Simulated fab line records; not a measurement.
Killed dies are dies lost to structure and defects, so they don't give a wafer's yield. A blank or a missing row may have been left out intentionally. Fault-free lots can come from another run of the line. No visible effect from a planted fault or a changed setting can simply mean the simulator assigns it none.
Which of the tools did it?	flow berkeley_cmos170	42 wafers from 14 lots sampled at 4 of the route's 331 steps

WHAT EACH GAUGE READ, for each wafer
UCB170_PWELL_TW_MEAS_17.
lot	measured	on	PWELL_TW
L464	day 3 03:17	film_metro-01	388 389 390
L467	day 3 20:21	film_metro-04	377 376 376
L470	day 4 07:41	film_metro-01	391 391 393
L469	day 4 08:09	film_metro-02	378 380 380
L471	day 4 11:09	film_metro-01	393 391 391
L473	day 5 07:40	film_metro-02	377 379 379
L475	day 5 10:26	film_metro-04	376 376 376
L476	day 5 10:43	film_metro-02	378 381 379
L477	day 5 15:44	film_metro-01	388 391 388
L478	day 6 04:06	film_metro-01	386 386 386
L479	day 6 04:15	film_metro-02	380 380 378
L482	day 6 17:47	film_metro-01	385 386 387
L486	day 7 12:31	film_metro-02	377 378 377
L487	day 7 19:47	film_metro-04	374 375 372

UCB170_ACTIVE_THK_MEAS_06.
lot	measured	on	ACTIVE_NITRIDE_THK (nm)
L464	day 4 02:59	film_metro-03	219.8 219.5 219.2
L467	day 5 07:01	film_metro-04	218.2 218.1 218.7
L470	day 5 12:22	film_metro-01	220.8 222.5 221.8
L469	day 5 12:20	film_metro-04	219.8 220.4 218.2
L471	day 5 12:22	film_metro-03	220.0 221.6 221.6
L473	day 6 08:04	film_metro-04	220.4 219.6 220.5
L475	day 6 09:58	film_metro-01	220.3 220.0 219.4
L476	day 6 09:58	film_metro-03	222.4 222.1 222.0
L477	day 6 16:52	film_metro-04	216.9 218.0 218.2
L478	day 7 03:52	film_metro-03	221.2 222.4 221.0
L479	day 7 03:52	film_metro-01	217.9 219.0 219.5
L482	day 7 20:02	film_metro-01	220.1 219.4 221.7
L486	day 8 09:48	film_metro-04	216.3 215.1 216.1
L487	day 8 22:17	film_metro-04	219.4 219.1 217.6

UCB170_NVT_OVL_MEAS_06.
lot	measured	on	NVT_OVL (nm)
L464	day 5 15:35	overlay-02	8 12 8
L467	day 6 13:17	overlay-01	-3 2 -12
L470	day 6 18:40	overlay-02	7 11 5
L473	day 7 22:06	overlay-02	3 1 3
L475	day 7 20:39	overlay-02	6 1 2
L476	day 7 21:23	overlay-01	-1 2 3
L477	day 8 03:29	overlay-02	-8 -5 -5
L478	day 8 11:20	overlay-01	-13 -9 -4
L479	day 8 10:47	overlay-01	-2 -7 -8
L482	day 9 05:28	overlay-02	-17 -9 -10
L486	day 9 15:33	overlay-02	2 2 3
L487	day 10 03:05	overlay-01	10 7 10

TOOL THAT RAN EACH LOT (tool first, then ch and the chambers of the sampled wafers, then the start)
lot	UCB170_SCREENOX_WET_ETCH_00
L464	wet_bench-03 ch 1, day 5 08:48
L467	wet_bench-01 ch 3, day 6 05:29
L470	wet_bench-03 ch 1, day 6 07:58
L469	wet_bench-04 ch 0, day 6 07:55
L471	wet_bench-04 ch 0, day 6 07:55
L473	wet_bench-04 ch 1, day 7 08:16
L475	wet_bench-01 ch 2, day 7 08:14
L476	wet_bench-04 ch 0, day 7 08:12
L477	wet_bench-01 ch 2, day 7 19:47
L478	wet_bench-03 ch 1, day 8 01:24
L479	wet_bench-04 ch 2, day 8 01:20
L482	wet_bench-03 ch 1, day 8 21:31
L486	wet_bench-01 ch 0, day 9 07:48
L487	wet_bench-04 ch 1, day 9 18:42
- UCB170_SCREENOX_WET_ETCH_00: etches SiO2 in dHF, time 200 s.

AS READ BY THE TOOLS THEMSELVES (means over the sampled wafers that have a number; for cases with no such wafer, the mark the record gives instead)
UCB170_SCREENOX_WET_ETCH_00.
lot	tool	bath_heat_duty_pct (%)	run_length_s (s)	temp_c (C)
L464	wet_bench-03	5.9	234	24.93
L467	wet_bench-01	6.1	226	24.94
L470	wet_bench-03	5.8	225	25.00
L469	wet_bench-04	-	-	-
L471	wet_bench-04	-	-	-
L473	wet_bench-04	5.5	223	25.16
L475	wet_bench-01	6.0	227	24.93
L476	wet_bench-04	6.5	227	24.92
L477	wet_bench-01	5.8	225	25.01
L478	wet_bench-03	6.2	225	24.99
L479	wet_bench-04	5.0	234	25.04
L482	wet_bench-03	6.2	233	25.02
L486	wet_bench-01	5.7	225	24.98
L487	wet_bench-04	4.9	231	25.07

THE ANSWER, worked out from the rows above alone
Rule: the usual values come from the lots themselves. Put in order of their means at a reading, lots are off if they are a third of the lots or fewer, leave a main group of 4 or more, and stand apart from it by a gap of 3 or more times the standard deviation of the main group's means; of several such gaps the widest counts. A main group whose means are all the same, to the digits that the tables above print for the reading, isn't used. Also off: a lot with no number at a reading for which 4 or more lots have one. Any other lot the step has rows for is counted as sound. The gauges are gone through in route order, then the tools' own readings, and for those a lot's mean is taken as printed above. The first step at which some lot is off is used, and at that step the reading that is off furthest; a lot without a number counts as furthest.
Off, at UCB170_SCREENOX_WET_ETCH_00 on bath_heat_duty_pct: L469, L471. Without a number there: L469, L471. For the main group the mean is 5.8 % and the standard deviation 0.46.
If a tool, at that step or one of the process steps before it, ran each lot that is off and ran no sound lot following the first of them, it fits. Not one of the candidates tried fits.

WHAT WAS PUT IN BY THE SIMULATOR
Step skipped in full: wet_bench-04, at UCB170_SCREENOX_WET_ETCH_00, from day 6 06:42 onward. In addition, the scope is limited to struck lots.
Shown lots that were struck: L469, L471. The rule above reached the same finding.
